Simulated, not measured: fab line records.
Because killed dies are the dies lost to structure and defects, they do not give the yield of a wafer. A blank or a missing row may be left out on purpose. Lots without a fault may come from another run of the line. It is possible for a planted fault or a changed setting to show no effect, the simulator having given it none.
Check for tools in common -- flow rit-cmos -- 12 lots, 36 wafers sampled

== WHY THIS WAS OPENED ==
At RIT_GATE_THK_MEAS_09 the reading GATE_POLY_THK is flagged on 1 of 12 lots. No-fault wafers: 248.6 nm, standard deviation 2.4.
Rule: flag the lot when none of its wafers has a number, or when each of its wafers that has one lies beyond 4 standard deviations from that mean. The other lots count as sound.

lot,measured,on,"GATE_POLY_THK (nm), wafer by wafer",flag
L210,day 2 15:23,film-metro-04,244.4 245.4 243.1,
L211,day 2 18:24,film-metro-01,250.1 247.7 246.1,
L212,day 2 22:08,film-metro-03,247.3 247.1 247.6,
L213,day 3 05:43,film-metro-04,169.4 168.1 169.0,FLAGGED
L216,day 3 21:43,film-metro-03,244.4 245.8 245.9,
L224,day 5 12:20,film-metro-03,252.9 252.7 250.3,
L228,day 6 06:56,film-metro-01,248.5 250.2 249.1,
L229,day 6 15:34,film-metro-03,248.2 247.8 250.1,
L230,day 6 19:58,film-metro-03,249.3 248.5 250.1,
L231,day 6 22:13,film-metro-03,251.3 249.9 249.8,
L232,day 7 03:46,film-metro-04,247.8 250.3 245.7,
L233,day 7 12:07,film-metro-03,248.2 246.3 247.8,
The mean of the flagged lots' numbers is 168.8 nm, -79.8 nm from the usual (-33 standard deviations).

== EACH LOT AND THE TOOL IT RAN ON ==
The record holds 1 process step before the reading, out of a route of 202 steps. Every cell lists first the tool, next ch and the chambers used by the sampled wafers, and last the start.
lot,flag,RIT_GATE_CVD_08
L210,,"lpcvd-02 ch 0, day 2 12:58"
L211,,"lpcvd-02 ch 0, day 2 16:47"
L212,,"lpcvd-01 ch 0, day 2 20:31"
L213,FLAGGED,"lpcvd-01 ch 0, day 3 04:04"
L216,,"lpcvd-02 ch 1, day 3 20:07"
L224,,"lpcvd-02 ch 0, day 5 09:53"
L228,,"lpcvd-02 ch 0, day 6 05:19"
L229,,"lpcvd-01 ch 0, day 6 13:57"
L230,,"lpcvd-01 ch 0, day 6 18:22"
L231,,"lpcvd-02 ch 0, day 6 20:35"
L232,,"lpcvd-01 ch 0, day 7 02:08"
L233,,"lpcvd-01 ch 1, day 7 10:28"
What these steps do:
- RIT_GATE_CVD_08: deposits poly-Si from SiH4, target thk 250 nm, time 2220 s.
- RIT_GATE_THK_MEAS_09

== FLAGGED AGAINST TOTAL, ONE TOOL AT A TIME (gauges that did the reading follow at the end) ==
step,tool,lots run,flagged,share of the flagged lots,sound lots run after its first flagged lot
RIT_GATE_CVD_08,lpcvd-01,6,1,all,"4 (L229,L230,L232,L233)"
RIT_GATE_CVD_08,lpcvd-02,6,0,none,-
RIT_GATE_THK_MEAS_09,film-metro-01,2,0,none,-
RIT_GATE_THK_MEAS_09,film-metro-03,7,0,none,-
RIT_GATE_THK_MEAS_09,film-metro-04,3,1,all,1 (L232)

== WHAT THE TABLE ALLOWS ==
lpcvd-01 at RIT_GATE_CVD_08 and film-metro-04 at RIT_GATE_THK_MEAS_09 are the 2 rows of the table that ran each flagged lot.
- lpcvd-01 at RIT_GATE_CVD_08 ran 6 lots, 1 of them flagged. Sound lots followed the first flagged one (L229, L230, L232, L233) on it, something a lasting fault affecting the whole tool could not allow.
- film-metro-04 at RIT_GATE_THK_MEAS_09 ran 3 lots, 1 of them flagged. Sound lots followed the first flagged one (L232) on it, something a lasting fault affecting the whole tool could not allow.
Every row of the table either missed a flagged lot or ran a sound lot after the first.

== WHAT THE SIMULATOR PUT IN ==
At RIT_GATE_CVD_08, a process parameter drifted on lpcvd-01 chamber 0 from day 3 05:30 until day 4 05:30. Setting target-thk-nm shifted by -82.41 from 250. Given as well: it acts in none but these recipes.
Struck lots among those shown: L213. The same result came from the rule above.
